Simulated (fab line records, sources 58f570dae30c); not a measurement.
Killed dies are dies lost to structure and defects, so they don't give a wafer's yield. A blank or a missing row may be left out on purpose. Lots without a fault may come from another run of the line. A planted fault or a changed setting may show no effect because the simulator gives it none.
A struck lot beside a sound one | flow berkeley_cmos170 | 17 steps out of a route of 331
Sound: wafers L409.1, L409.2, L409.6. Struck: wafers L408.1, L408.2, L408.3. The cause comes at the end.
At each step with rows: each side's tool, then ch and its chambers, then its first start. Under that, the readings that differ: sound wafers | struck wafers | difference of the means | sigmas: that difference in standard deviations of wafers without a fault.
alike: readings whose means differ by less than 2 such deviations, and words and numbers that are the same on both sides. not compared: withheld readings, readings that some wafer has no value for, bounds like >300 that may hide the same value, and numbers for which the record gives no deviation and whose values overlap.
The two part at a step that has a row with sigmas, a row that says differs or no value, or rows on one side only. Numbers that don't overlap but have no deviation are shown without sigmas and don't part them. A reading that every wafer of one side lacks parts them only if that side has two wafers or more.

first, 2 steps without rows for these wafers: UCB170_V1_PEB_10; UCB170_V1_DEVELOP_11 (develop time 45 s).
UCB170_V1_CD_MEAS_12: target cd 700 nm.
  sound on cd_sem-01, day 10 10:12; struck on cd_sem-01, day 10 09:58
  alike: cd_nm
UCB170_V1_OVL_MEAS_13:
  sound on overlay-02, day 10 10:19; struck on overlay-01, day 10 10:05
  alike: V1_OVL
UCB170_V1_ETCH_14: etches SiO2 in CHF3/CF4/Ar, stops on Al, target depth 1250 nm, time 291 s.
  sound on rie_diel-04 ch 1,3, day 10 10:21; struck on rie_diel-02 ch 0,1,3, day 10 10:07
  alike: CHF3_flow_sccm, drypump_motor_current_A, oes_product_au, throttle_valve_pct
  not compared: rf_hours_counter_h
UCB170_V1_STRIP_15: strips in O2.
  sound on plasma_asher-02 ch 0,1, day 10 10:32; struck on plasma_asher-03 ch 0,1, day 10 10:17
  alike: drypump_motor_current_A, oes_product_au, strip_time_to_endpoint_s
  not compared: rf_hours_counter_h
UCB170_V1_CD_MEAS_90: target cd 700 nm.
  sound on cd_sem-01, day 10 10:38; struck on cd_sem-01, day 10 10:26
  alike: cd_nm
then, 1 step without rows for these wafers: UCB170_M2_PRE_CLEAN_00 (preclean etch time 60 s).
UCB170_M2_SPUTTER_01: material Al, target thk 900 nm, time 120 s.
  sound on pvd_sputter-03, day 10 10:49; struck on pvd_sputter-04, day 10 10:37
  alike: throttle_valve_pct
UCB170_M2_RS_MEAS_02: measures by four-point-probe.
  sound on film_metro-04, day 10 10:54; struck on film_metro-01, day 10 10:43
  alike: M2_AL_RS
UCB170_M2_THK_MEAS_03: measures by xrf.
  sound on film_metro-04, day 10 11:01; struck on film_metro-01, day 10 10:50
  alike: M2_AL_THK
then, 1 step without rows for these wafers: UCB170_M2_HMDS_04 (prime time 60 s).
UCB170_M2_COAT_05: resist thk 900 nm.
  sound on litho_track-03 ch 0, day 10 11:22; struck on litho_track-02 ch 0, day 10 11:02
  reading                             | sound             | struck          | difference | sigmas
  model.KrF_of_M2_COAT_05.thk_nm (nm) | 900.8 898.7 901.6 | 914.2 910.6 912 | +11.9      |
then, 1 step without rows for these wafers: UCB170_M2_SOFTBAKE_06 (time 60 s).
UCB170_M2_STRIP_07: strips in O2.
  sound on plasma_asher-01 ch 0,1, day 10 11:40; struck on plasma_asher-04 ch 0,1, day 10 11:20
  reading                      | sound             | struck            | difference | sigmas
  strip_time_to_endpoint_s (s) | 21.96 21.95 22.01 | 22.32 22.22 22.25 | +0.29      | +5
  alike: drypump_motor_current_A, oes_product_au
  not compared: rf_hours_counter_h
then, 2 steps without rows for these wafers: UCB170_M2_STRIP_08 (strips KrF in DMSO, time 600 s); UCB170_M3_PROBE_99.

WHERE THEY PART
Only at UCB170_M2_STRIP_07, within this record.

WHY: what the simulator had put in
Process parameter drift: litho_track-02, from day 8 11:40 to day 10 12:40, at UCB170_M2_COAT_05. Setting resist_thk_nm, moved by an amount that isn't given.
